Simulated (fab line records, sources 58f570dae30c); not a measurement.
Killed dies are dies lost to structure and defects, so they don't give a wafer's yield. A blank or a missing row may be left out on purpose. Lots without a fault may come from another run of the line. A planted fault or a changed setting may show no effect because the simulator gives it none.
Which tool did it? | flow berkeley_cmos170 | 7 lots, 21 wafers sampled, at 1 step of a route of 331

WHAT THE GAUGES READ, wafer by wafer
UCB170_NWELL_THK_MEAS_05.
lot  | measured    | on            | NWELL_NITRIDE_THK (nm)
L591 | day 3 00:44 | film_metro-04 | 223.5 226.8 226.0
L594 | day 3 21:49 | film_metro-01 | 223.6 223.7 225.8
L597 | day 4 05:20 | film_metro-03 | 225.1 226.4 228.3
L599 | day 4 12:41 | film_metro-01 | 225.9 225.0 227.2
L603 | day 5 16:56 | film_metro-01 | 228.1 224.8 224.9
L607 | day 6 14:48 | film_metro-03 | 223.4 224.9 224.6
L611 | day 7 07:55 | film_metro-01 | 221.8 222.1 224.2

WHICH TOOL RAN EACH LOT (tool, then ch and the chambers of the sampled wafers, then the start)
The record holds no process step before these readings.

THE ANSWER, worked out from the rows above alone
Rule: what is usual is taken from the lots themselves. Put in order of their means at a reading, lots are off if they are a third of the lots or fewer, leave a main group of 4 or more, and stand apart from it by a gap of 3 or more times the standard deviation of the main group's means; of several such gaps the widest counts. A main group whose means are all the same, to the digits that the tables above print for the reading, isn't used. A lot without any number at a reading at which 4 lots or more have one is off too. The other lots that the step has rows for count as sound.
No lot is off at any reading shown: from this, nothing can be told.

WHAT THE SIMULATOR HAD PUT IN
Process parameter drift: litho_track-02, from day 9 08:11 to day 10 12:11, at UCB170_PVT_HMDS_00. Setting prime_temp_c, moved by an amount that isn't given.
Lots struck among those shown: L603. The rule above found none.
